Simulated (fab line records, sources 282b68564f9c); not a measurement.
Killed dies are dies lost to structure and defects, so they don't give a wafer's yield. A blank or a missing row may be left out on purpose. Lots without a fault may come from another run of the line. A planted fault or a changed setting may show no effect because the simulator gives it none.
Which tool did it? | flow rit_cmos | 14 lots, 42 wafers sampled, at 3 steps of a route of 202

WHAT THE GAUGES READ, wafer by wafer
RIT_NSD_TW_MEAS_10.
lot  | measured    | on            | NSD_TW
L610 | day 2 22:29 | film_metro-04 | 3160 3151 3151
L612 | day 3 10:18 | film_metro-01 | 3165 3175 3189
L614 | day 3 18:59 | film_metro-01 | 3191 3192 3200
L616 | day 4 06:13 | film_metro-01 | 3159 3165 3171
L617 | day 4 11:26 | film_metro-01 | 3189 3175 3173
L618 | day 4 16:50 | film_metro-01 | 3159 3173 3171
L619 | day 4 22:10 | film_metro-01 | 3162 3162 3167
L620 | day 5 03:19 | film_metro-01 | 3144 3187 3157
L622 | day 5 14:08 | film_metro-02 | 3540 3541 3527 3524 3528 3529
L626 | day 6 15:29 | film_metro-01 | 3183 3135 3175
L627 | day 6 19:04 | film_metro-04 | 3552 3528 3566 3555 3544 3548
L630 | day 7 10:41 | film_metro-01 | 3203 3186 3212
L631 | day 7 15:58 | film_metro-01 | 3197 3187 3199
L633 | day 8 00:23 | film_metro-01 | 3163 3150 3152

RIT_SDANNEAL_RS_MEAS_05: measures by four-point-probe.
lot  | measured    | on            | NSD_RS (ohm/sq)
L610 | day 3 00:47 | film_metro-04 | 84.2 84.3 84.1
L612 | day 3 12:28 | film_metro-04 | 84.7 84.7 84.5
L614 | day 3 21:10 | film_metro-01 | 84.2 84.2 84.4
L616 | day 4 08:16 | film_metro-04 | 84.7 84.6 84.4
L617 | day 4 13:30 | film_metro-01 | 84.2 84.5 84.6
L618 | day 4 18:52 | film_metro-02 | 85.3 85.0 85.2
L619 | day 5 00:12 | film_metro-02 | 84.8 84.6 84.0
L620 | day 5 05:31 | film_metro-02 | 84.5 84.5 84.6
L622 | day 5 21:58 | film_metro-01 | 52.3 52.5 52.4 52.3 52.4 52.5
L626 | day 6 17:38 | film_metro-01 | 84.4 84.6 84.6
L627 | day 7 04:07 | film_metro-01 | 52.3 52.5 52.4 52.4 52.5 52.5
L630 | day 7 12:52 | film_metro-02 | 83.8 84.2 84.0
L631 | day 7 18:01 | film_metro-04 | 83.9 84.0 84.3
L633 | day 8 02:43 | film_metro-01 | 84.4 85.1 84.8

WHICH TOOL RAN EACH LOT (tool, then ch and the chambers of the sampled wafers, then the start)
lot  | RIT_NSD_IMPLANT_08
L610 | implanter-01 ch 0, day 2 22:11
L612 | implanter-02 ch 0, day 3 09:59
L614 | implanter-04 ch 0, day 3 18:40
L616 | implanter-02 ch 0, day 4 05:53
L617 | implanter-02 ch 0, day 4 11:10
L618 | implanter-02 ch 0, day 4 16:31
L619 | implanter-02 ch 0, day 4 21:51
L620 | implanter-02 ch 0, day 5 02:59
L622 | implanter-01 ch 0, day 5 13:25
L626 | implanter-02 ch 0, day 6 15:10
L627 | implanter-04 ch 0, day 6 18:28
L630 | implanter-01 ch 0, day 7 10:24
L631 | implanter-01 ch 0, day 7 15:39
L633 | implanter-04 ch 0, day 8 00:05
- RIT_NSD_IMPLANT_08

WHAT THE TOOLS THEMSELVES READ (means of the sampled wafers that have a number; where no wafer has one, the mark that the record gives instead)
RIT_NSD_IMPLANT_08.
lot  | tool         | beam_on_s (s) | dose_ions_cm2
L610 | implanter-01 | 10.03         | 1e+15
L612 | implanter-02 | 10.08         | 1e+15
L614 | implanter-04 | 10.17         | 1e+15
L616 | implanter-02 | 10.04         | 1e+15
L617 | implanter-02 | 9.94          | 1e+15
L618 | implanter-02 | 9.92          | 1e+15
L619 | implanter-02 | 10.24         | 1e+15
L620 | implanter-02 | 10.01         | 1e+15
L622 | implanter-01 | 9.95          | 1e+15
L626 | implanter-02 | 9.99          | 1e+15
L627 | implanter-04 | 9.86          | 1e+15
L630 | implanter-01 | 9.87          | 1e+15
L631 | implanter-01 | 9.96          | 1e+15
L633 | implanter-04 | 9.96          | 1e+15

THE ANSWER, worked out from the rows above alone
Rule: what is usual is taken from the lots themselves. Put in order of their means at a reading, lots are off if they are a third of the lots or fewer, leave a main group of 4 or more, and stand apart from it by a gap of 3 or more times the standard deviation of the main group's means; of several such gaps the widest counts. A main group whose means are all the same, to the digits that the tables above print for the reading, isn't used. A lot without any number at a reading at which 4 lots or more have one is off too. The other lots that the step has rows for count as sound. The gauges are gone through in route order, then the tools' own readings, and for those a lot's mean is taken as printed above. The first step at which some lot is off is used, and at that step the reading that is off furthest; a lot without a number counts as furthest.
Off: L622, L627, at RIT_NSD_TW_MEAS_10 (NSD_TW). The main group: mean 3173, standard deviation 15.
A tool fits if, at a process step before that reading, it ran every lot that is off, and no sound lot after the first of them. The gauges at RIT_NSD_TW_MEAS_10 aren't tried: what is off there is off at RIT_SDANNEAL_RS_MEAS_05 too, on other tools, and a gauge's error can't cause that. None of those tried fits.

WHAT THE SIMULATOR HAD PUT IN
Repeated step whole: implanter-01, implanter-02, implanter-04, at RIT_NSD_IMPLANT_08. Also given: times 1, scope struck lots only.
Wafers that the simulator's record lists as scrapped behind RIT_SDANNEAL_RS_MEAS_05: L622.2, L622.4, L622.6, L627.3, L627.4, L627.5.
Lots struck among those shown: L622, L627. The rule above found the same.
